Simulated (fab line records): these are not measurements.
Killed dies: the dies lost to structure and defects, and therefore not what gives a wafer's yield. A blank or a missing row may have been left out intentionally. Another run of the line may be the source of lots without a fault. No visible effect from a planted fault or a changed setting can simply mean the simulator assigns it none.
Which tool is to blame? ; flow berkeley_cmos170 ; Sampling: 15 lots, 45 wafers, 5 of 331 route steps

WHAT THE GAUGES SHOWED, per wafer
UCB170_GATE_CD_MEAS_12 targets a cd of 350 nm.
lot;measured;on;cd_nm (nm)
L271;day 7 01:03;cd_sem-01;349.3 349.3 349.1
L270;day 7 01:23;cd_sem-01;350.4 351.9 351.8
L273;day 7 10:25;cd_sem-02;350.3 350.9 350.6
L272;day 7 10:52;cd_sem-01;348.2 348.3 348.7
L276;day 8 02:54;cd_sem-02;350.5 350.3 350.3
L275;day 8 03:01;cd_sem-02;350.8 350.4 351.5
L274;day 8 03:08;cd_sem-02;350.5 350.8 351.4
L279;day 8 09:17;cd_sem-01;349.8 349.9 350.7
L277;day 8 12:06;cd_sem-01;351.2 351.0 350.6
L282;day 8 21:29;cd_sem-01;346.6 347.4 347.8
L287;day 9 12:07;cd_sem-01;352.7 352.9 353.3
L288;day 10 04:24;cd_sem-01;349.6 350.2 349.5
L289;day 10 04:35;cd_sem-02;349.9 349.8 349.1
L291;day 10 10:41;cd_sem-01;346.1 346.6 347.6
L292;day 10 11:13;cd_sem-02;351.6 352.4 350.6

UCB170_PSD_CD_MEAS_06 targets a cd of 1200 nm.
lot;measured;on;cd_nm (nm)
L271;day 7 10:54;cd_sem-02;1200.8 1201.2 1199.9
L270;day 7 13:39;cd_sem-01;1200.9 1202.1 1201.0
L273;day 7 21:12;cd_sem-02;1200.0 1200.4 1200.8
L272;day 7 22:05;cd_sem-01;1200.1 1201.1 1199.8
L276;day 8 14:23;cd_sem-01;1198.0 1197.9 1199.7
L275;day 8 14:02;cd_sem-01;1201.4 1202.0 1200.7
L274;day 8 14:19;cd_sem-02;1201.9 1200.3 1199.9
L279;day 8 20:00;cd_sem-01;1201.0 1201.5 1202.1
L277;day 8 22:44;cd_sem-01;1200.5 1201.8 1200.5
L282;day 9 08:20;cd_sem-01;1199.6 1198.3 1200.0
L287;day 10 01:20;cd_sem-01;- - -
L288;day 10 16:39;cd_sem-01;- - -
L289;day 10 16:22;cd_sem-02;- - -
L291;day 10 22:47;cd_sem-01;1199.7 1199.3 1198.1
L292;day 10 22:43;cd_sem-02;1200.2 1199.6 1198.5

UCB170_V2_BOW_MEAS_03.
lot;measured;on;V2_BOW (um)
L271;day 8 08:28;film_metro-04;36 30 44
L270;day 8 14:19;film_metro-03;29 29 30
L273;day 8 19:52;film_metro-03;24 34 34
L272;day 8 20:36;film_metro-03;30 48 40
L276;day 9 16:19;film_metro-04;37 39 42
L275;day 9 15:26;film_metro-02;28 35 38
L274;day 9 16:18;film_metro-03;38 46 37
L279;day 9 20:29;film_metro-04;30 36 35
L277;day 9 22:26;film_metro-03;35 33 40
L282;day 10 09:49;film_metro-04;53 32 47
L287;day 11 04:27;film_metro-03;38 45 24
L288;day 11 15:07;film_metro-02;37 36 27
L289;day 11 14:56;film_metro-03;42 33 24
L291;day 12 00:07;film_metro-02;33 28 37
L292;day 11 23:35;film_metro-02;39 35 31

WHAT TOOL EACH LOT RAN ON (gives the tool, then ch and the chambers of the sampled wafers, and finally the start)
lot;UCB170_PSD_COAT_01;UCB170_M1_METAL_ETCH_12
L271;litho_track-02 ch 0, day 7 09:36;rie_metal-03 ch 0,1, day 7 21:08
L270;litho_track-04 ch 0, day 7 12:58;rie_metal-04 ch 0,1, day 8 02:11
L273;litho_track-02 ch 0, day 7 20:21;rie_metal-04 ch 0,1, day 8 10:26
L272;litho_track-01 ch 0, day 7 20:58;rie_metal-03 ch 0,1, day 8 10:35
L276;litho_track-04 ch 0, day 8 12:42;rie_metal-01 ch 0, day 9 05:50
L275;litho_track-01 ch 0, day 8 12:21;rie_metal-04 ch 0,1, day 9 02:55
L274;litho_track-02 ch 0, day 8 12:34;rie_metal-03 ch 0,1, day 9 05:01
L279;litho_track-02 ch 0, day 8 18:40;rie_metal-04 ch 0,1, day 9 08:26
L277;litho_track-04 ch 0, day 8 21:35;rie_metal-01 ch 0, day 9 10:44
L282;litho_track-01 ch 0, day 9 07:15;rie_metal-03 ch 0,1, day 9 20:28
L287;litho_track-01, day 10 00:00;rie_metal-03 ch 0,1, day 10 18:15
L288;litho_track-02, day 10 15:34;rie_metal-04 ch 0,1, day 11 05:34
L289;litho_track-04, day 10 15:34;rie_metal-03 ch 0, day 11 04:35
L291;litho_track-04 ch 0, day 10 21:46;rie_metal-01 ch 0,1, day 11 13:05
L292;litho_track-02 ch 0, day 10 21:36;rie_metal-03 ch 0,1, day 11 12:30
- UCB170_PSD_COAT_01: resist thk 900 nm.
- UCB170_M1_METAL_ETCH_12: etches Al in Cl2/BCl3, stops on PSG, target depth 780 nm, time 130 s.

AS READ BY THE TOOLS THEMSELVES (means over the sampled wafers that have a number; for cases with no such wafer, the mark the record gives instead)
UCB170_PSD_COAT_01.
lot;tool;chill_plate_temp_C (C);dispense_pressure_kPa (kPa);resist_line_temp_C (C)
L271;litho_track-02;23.09;55.6;22.87
L270;litho_track-04;23.10;49.9;23.05
L273;litho_track-02;23.02;55.7;23.01
L272;litho_track-01;22.96;52.2;23.04
L276;litho_track-04;22.98;49.9;23.00
L275;litho_track-01;23.04;52.2;23.02
L274;litho_track-02;22.92;55.7;23.00
L279;litho_track-02;22.90;55.6;23.10
L277;litho_track-04;22.98;49.9;22.94
L282;litho_track-01;23.15;52.2;23.10
L287;litho_track-01;-;-;-
L288;litho_track-02;-;-;-
L289;litho_track-04;-;-;-
L291;litho_track-04;22.98;49.9;23.05
L292;litho_track-02;23.14;55.7;23.04

UCB170_M1_METAL_ETCH_12.
lot;tool;drypump_motor_current_A (A);oes_product_au (a.u.);throttle_valve_pct (%)
L271;rie_metal-03;6.02;0.864;24.1
L270;rie_metal-04;5.93;0.851;24.7
L273;rie_metal-04;5.94;0.841;24.8
L272;rie_metal-03;6.02;0.868;24.1
L276;rie_metal-01;5.33;0.861;24.2
L275;rie_metal-04;5.94;0.853;24.8
L274;rie_metal-03;6.05;0.857;24.1
L279;rie_metal-04;5.92;0.844;24.7
L277;rie_metal-01;5.34;0.862;24.2
L282;rie_metal-03;5.88;0.879;24.3
L287;rie_metal-03;6.02;0.864;24.1
L288;rie_metal-04;5.92;0.850;24.7
L289;rie_metal-03;6.19;0.866;24.0
L291;rie_metal-01;5.38;0.863;24.1
L292;rie_metal-03;6.03;0.878;24.1

THE ANSWER, worked out from the rows above alone
Rule: the usual values come from the lots themselves. Put in order of their means at a reading, lots are off if they are a third of the lots or fewer, leave a main group of 4 or more, and stand apart from it by a gap of 3 or more times the standard deviation of the main group's means; of several such gaps the widest counts. A main group whose means are all the same, to the digits that the tables above print for the reading, isn't used. A lot without any number at a reading at which 4 lots or more have one is off too. All remaining lots with rows at the step are treated as sound. After the gauges, taken in route order, come the tools' own readings; for these a lot's mean is taken, as printed above. At the first step where some lot is off, the reading lying furthest off is the one used; lots without a number count as furthest.
Off: L287, L288, L289, at UCB170_PSD_CD_MEAS_06 (cd_nm). Without a number there: L287, L288, L289. Mean 1200.3 nm and standard deviation 0.95 in the main group.
If a tool, at a process step before that reading, ran all the lots that are off and no sound lot after the first of them, it fits. The gauges at UCB170_PSD_CD_MEAS_06 aren't tried: what is off there is off at UCB170_PSD_COAT_01 too, on other tools, and a gauge's error can't cause that. Not one of the candidates tried fits.

WHAT THE SIMULATOR HAD PUT IN
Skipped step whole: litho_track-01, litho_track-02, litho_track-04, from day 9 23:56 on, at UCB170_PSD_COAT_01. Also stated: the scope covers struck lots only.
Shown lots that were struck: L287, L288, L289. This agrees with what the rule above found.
